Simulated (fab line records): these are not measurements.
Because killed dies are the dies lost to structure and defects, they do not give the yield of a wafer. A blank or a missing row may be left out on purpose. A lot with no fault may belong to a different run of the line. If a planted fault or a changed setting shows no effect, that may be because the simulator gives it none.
fab line records -- flow berkeley_cmos170
[record] lots = 14, wafers = 42, last_day = 12
route steps=331 shown PWELL@37 SACOX@99 NSD@192 M2@286
lots that met no fault: taken from a fault-free run of the same line
start_h: hours from the record's first day to the start of the lot's first wafer shown -- wait_h: time in hours since the lot's previous step -- " same as the row above -- L1.1+2: a row that stands for several wafers -- - no value present, or no start provided -- * or withheld: withheld -- < > ~ a bound
route shown NAME@n: names a module that has steps shown in the file, with the first one's number in the route -- usual: mean/standard deviation taken from wafers without a fault -- same: alike in all rows -- chamber/n: place in a boat -- sites: the reading at each site -- _std_site: how widely they spread, as a standard deviation -- _edge_site: outer sites' mean less inner sites' -- radius_mm: how far each site lies from the wafer's centre -- mask NAME#n: copy n -- behind: the tool/chamber that last shaped the wafer -- hold: the reason the lot was held/the length of the hold in hours/how it ended -- device: names the non-switching transistor (n, p or np) -- end of line: tests run on the same wafers once the route is complete -- a step given without rows: its recipe and nothing more -- killed: not the wafer's yield, but the dies lost to structure and defects at the first sort -- map: per-die view of a wafer (x killed, . not killed, _ where there is no die)
set.NAME: the run value of the setting; set.NAME@STEP: its run value at that earlier step -- model.NAME: the simulator's own value behind a step, which no gauge read
route steps across a sampled set of lots; one table per step, one row per wafer
[[steps]]
[step UCB170_PWELL_THK_MEAS_03]
[recipe] reads = SiO2_of_PWELL_OXIDATION_02
[usual] PWELL_OXIDE_THK = 26.4/0.57
lot.wafer,tool,chamber,start_h,wait_h,PWELL_OXIDE_THK[nm]
L407.2,film_metro-03,-,39.03,0.0,26.3
L407.3,film_metro-03,-,39.03,0.0,26.3
L407.6,film_metro-03,-,39.03,0.0,26.8
L409.2,film_metro-04,-,46.35,0.0,26.8
L409.4,film_metro-04,-,46.35,0.0,27.0
L409.5,film_metro-04,-,46.35,0.0,27.4
L410.1,film_metro-03,-,57.54,0.0,27.0
L410.4,film_metro-03,-,57.54,0.0,26.5
L410.6,film_metro-03,-,57.54,0.0,26.6
L411.1,film_metro-02,-,57.54,0.0,27.0
L411.3,film_metro-02,-,57.54,0.0,26.6
L411.6,film_metro-02,-,57.54,0.0,27.0
L412.1,film_metro-03,-,65.89,0.0,27.1
L412.3,film_metro-03,-,65.89,0.0,26.9
L412.5,film_metro-03,-,65.89,0.0,27.3
L413.2,film_metro-04,-,75.91,0.0,26.2
L413.4,film_metro-04,-,75.91,0.0,25.8
L413.6,film_metro-04,-,75.91,0.0,25.7
L415.2,film_metro-04,-,86.66,0.0,26.8
L415.4,film_metro-04,-,86.66,0.0,26.6
L415.6,film_metro-04,-,86.66,0.0,26.4
L416.1,film_metro-02,-,91.94,0.0,26.1
L416.4,film_metro-02,-,91.94,0.0,26.6
L416.5,film_metro-02,-,91.94,0.0,26.9
L421.1,film_metro-04,-,117.56,0.0,26.1
L421.2,film_metro-04,-,117.56,0.0,25.9
L421.4,film_metro-04,-,117.56,0.0,26.4
L422.1,film_metro-03,-,123.84,0.0,26.6
L422.4,film_metro-03,-,123.84,0.0,26.4
L422.6,film_metro-03,-,123.84,0.0,26.7
L424.1,film_metro-02,-,127.94,0.0,25.7
L424.2,film_metro-02,-,127.94,0.0,26.0
L424.3,film_metro-02,-,127.94,0.0,25.7
L425.1,film_metro-03,-,131.87,0.0,27.3
L425.5,film_metro-03,-,131.87,0.0,27.1
L425.6,film_metro-03,-,131.87,0.0,26.8
L428.1,film_metro-02,-,142.04,0.0,26.3
L428.2,film_metro-02,-,142.04,0.0,26.6
L428.6,film_metro-02,-,142.04,0.0,26.5
L429.2,film_metro-02,-,151.12,0.0,27.1
L429.3,film_metro-02,-,151.12,0.0,26.9
L429.4,film_metro-02,-,151.12,0.0,26.7
[step UCB170_SACOX_THK_MEAS_02]
[recipe] reads = SiO2_of_SACOX_OXIDATION_01
[usual] SACOX_OXIDE_THK = 14.47/0.29
lot.wafer,tool,chamber,start_h,wait_h,SACOX_OXIDE_THK[nm]
L407.2,film_metro-04,-,97.86,0.0,14.63
L407.3,film_metro-04,-,97.86,0.0,14.82
L407.6,film_metro-04,-,97.86,0.0,14.73
L409.2,film_metro-03,-,107.77,0.0,14.38
L409.4,film_metro-03,-,107.77,0.0,14.17
L409.5,film_metro-03,-,107.77,0.0,14.33
L410.1,film_metro-04,-,115.43,0.0,14.21
L410.4,film_metro-04,-,115.43,0.0,14.38
L410.6,film_metro-04,-,115.43,0.0,14.19
L411.1,film_metro-01,-,115.43,0.0,14.20
L411.3,film_metro-01,-,115.43,0.0,14.29
L411.6,film_metro-01,-,115.43,0.0,14.50
L412.1,film_metro-04,-,125.53,0.0,14.28
L412.3,film_metro-04,-,125.53,0.0,14.42
L412.5,film_metro-04,-,125.53,0.0,14.27
L416.1,film_metro-01,-,142.24,0.0,14.38
L416.4,film_metro-01,-,142.24,0.0,14.33
L416.5,film_metro-01,-,142.24,0.0,14.39
L413.2,film_metro-03,-,142.25,0.0,14.44
L413.4,film_metro-03,-,142.25,0.0,14.24
L413.6,film_metro-03,-,142.25,0.0,14.40
L415.2,film_metro-04,-,142.25,0.0,14.48
L415.4,film_metro-04,-,142.25,0.0,14.58
L415.6,film_metro-04,-,142.25,0.0,14.43
L421.1,film_metro-03,-,182.41,0.0,14.49
L421.2,film_metro-03,-,182.41,0.0,14.76
L421.4,film_metro-03,-,182.41,0.0,14.45
L422.1,film_metro-01,-,182.41,0.0,14.43
L422.4,film_metro-01,-,182.41,0.0,14.23
L422.6,film_metro-01,-,182.41,0.0,14.27
L424.1,film_metro-04,-,191.81,0.0,14.70
L424.2,film_metro-04,-,191.81,0.0,15.20
L424.3,film_metro-04,-,191.81,0.0,14.82
L425.1,film_metro-03,-,191.81,0.0,14.52
L425.5,film_metro-03,-,191.81,0.0,14.86
L425.6,film_metro-03,-,191.81,0.0,14.50
L428.1,film_metro-03,-,204.91,0.0,14.05
L428.2,film_metro-03,-,204.91,0.0,14.10
L428.6,film_metro-03,-,204.91,0.0,14.32
L429.2,film_metro-03,-,214.54,0.0,14.64
L429.3,film_metro-03,-,214.54,0.0,14.43
L429.4,film_metro-03,-,214.54,0.0,14.24
[step UCB170_NSD_DEVELOP_05]
[recipe] developer = TMAH, develop_time_s = 45, resist = KrF, dev_temp_c = 21
[usual] developer_temp_C = 20.98/0.11
lot.wafer,tool,chamber,start_h,wait_h,developer_temp_C
L407.2,litho_track-02,0,131,-,20.96
L407.3,litho_track-02,0,131,-,20.99
L407.6,litho_track-02,0,132,-,21.00
L409.2,litho_track-04,0,141,-,20.87
L409.4,litho_track-04,0,141,-,20.98
L409.5,litho_track-04,0,141,-,20.92
L411.1,litho_track-01,0,150,-,21.18
L411.3,litho_track-01,0,150,-,21.08
L411.6,litho_track-01,0,150,-,21.08
L410.1,litho_track-04,0,150,-,21.01
L410.4,litho_track-04,0,150,-,20.93
L410.6,litho_track-04,0,150,-,21.14
L412.1,litho_track-02,0,168,-,21.19
L412.3,litho_track-02,0,168,-,20.91
L412.5,litho_track-02,0,168,-,20.99
L416.1,litho_track-04,0,182,-,21.10
L416.4,litho_track-04,0,182,-,20.91
L416.5,litho_track-04,0,182,-,21.00
L415.2,litho_track-04,0,183,-,20.95
L415.4,litho_track-04,0,183,-,20.97
L415.6,litho_track-04,0,183,-,21.01
L413.2,litho_track-02,0,183,-,20.95
L413.4,litho_track-02,0,183,-,20.81
L413.6,litho_track-02,0,183,-,20.92
L422.1,litho_track-01,0,225,-,21.05
L422.4,litho_track-01,0,225,-,21.06
L422.6,litho_track-01,0,226,-,21.03
L421.1,litho_track-04,0,226,-,21.61
L421.2,litho_track-04,0,226,-,21.60
L421.4,litho_track-04,0,226,-,21.78
L425.1,litho_track-01,0,231,-,20.87
L425.5,litho_track-01,0,231,-,21.05
L425.6,litho_track-01,0,231,-,20.99
L424.1,litho_track-04,0,231,-,21.89
L424.2,litho_track-04,0,231,-,21.70
L424.3,litho_track-04,0,231,-,21.86
L428.1,litho_track-01,0,243,-,20.97
L428.2,litho_track-01,0,243,-,21.10
L428.6,litho_track-01,0,243,-,21.06
L429.2,litho_track-02,0,252,-,20.91
L429.3,litho_track-02,0,252,-,21.10
L429.4,litho_track-02,0,252,-,21.10
[step UCB170_M2_CD_MEAS_15]
[recipe] target_cd_nm = 700
[usual] cd_nm = 700.4/1.4
lot.wafer,tool,chamber,start_h,wait_h,cd_nm
L407.2,cd_sem-01,-,154.68,-,699.1
L407.3,cd_sem-01,-,154.68,-,698.4
L407.6,cd_sem-01,-,154.68,-,699.8
L409.2,cd_sem-01,-,162.34,-,699.0
L409.4,cd_sem-01,-,162.34,-,700.2
L409.5,cd_sem-01,-,162.34,-,698.9
L411.1,cd_sem-01,-,172.37,-,703.4
L411.3,cd_sem-01,-,172.37,-,702.5
L411.6,cd_sem-01,-,172.37,-,702.1
L410.1,cd_sem-01,-,172.51,-,699.4
L410.4,cd_sem-01,-,172.51,-,698.9
L410.6,cd_sem-01,-,172.51,-,699.1
L412.1,cd_sem-01,-,191.56,-,699.3
L412.3,cd_sem-01,-,191.56,-,701.1
L412.5,cd_sem-01,-,191.56,-,699.3
L416.1,cd_sem-02,-,203.64,-,702.1
L416.4,cd_sem-02,-,203.64,-,702.1
L416.5,cd_sem-02,-,203.64,-,702.4
L415.2,cd_sem-02,-,204.38,-,700.4
L415.4,cd_sem-02,-,204.38,-,700.4
L415.6,cd_sem-02,-,204.38,-,700.2
L413.2,cd_sem-01,-,204.93,-,701.5
L413.4,cd_sem-01,-,204.93,-,699.4
L413.6,cd_sem-01,-,204.93,-,701.6
L421.1,cd_sem-02,-,248.13,-,700.3
L421.2,cd_sem-02,-,248.13,-,701.3
L421.4,cd_sem-02,-,248.13,-,699.9
L422.1,cd_sem-01,-,251.06,-,699.0
L422.4,cd_sem-01,-,251.06,-,699.3
L422.6,cd_sem-01,-,251.06,-,698.6
L424.1,cd_sem-01,-,257.36,-,699.6
L424.2,cd_sem-01,-,257.36,-,698.4
L424.3,cd_sem-01,-,257.36,-,699.7
L425.1,cd_sem-02,-,257.60,-,699.9
L425.5,cd_sem-02,-,257.60,-,700.9
L425.6,cd_sem-02,-,257.60,-,699.7
L428.1,cd_sem-01,-,267.11,-,699.7
L428.2,cd_sem-01,-,267.11,-,700.1
L428.6,cd_sem-01,-,267.11,-,700.0
L429.2,cd_sem-01,-,272.97,-,702.9
L429.3,cd_sem-01,-,272.97,-,703.6
L429.4,cd_sem-01,-,272.97,-,703.6
[[key]]
[first_sign] step = UCB170_NSD_DEVELOP_05, reading = developer_temp_C, direction = up, sigmas = 7.1, usual = *, struck = *
effect none on later readings
met_at UCB170_NSD_DEVELOP_05
struck_lots L421,L424
tester_left_out L421,L424
not_acting_at UCB170_PWELL_THK_MEAS_03,UCB170_SACOX_THK_MEAS_02,UCB170_M2_CD_MEAS_15
onset_between 183 226
[fault] kind = process_parameter_drift, tool = litho_track-04, chamber = -, onset_h = 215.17, steps = UCB170_NSD_DEVELOP_05, channel = dev_temp_c, offset = *, shape = step, end_h = 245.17, acts_in = *, stated = *
// tester_left_out: of these lots the tester's yield and bins aren't shown, on N5 and GAA mostly nor the transistor test; their killed dies are dies lost to structure and defects alone, not to doping, threshold or leakage, so they don't give the yield
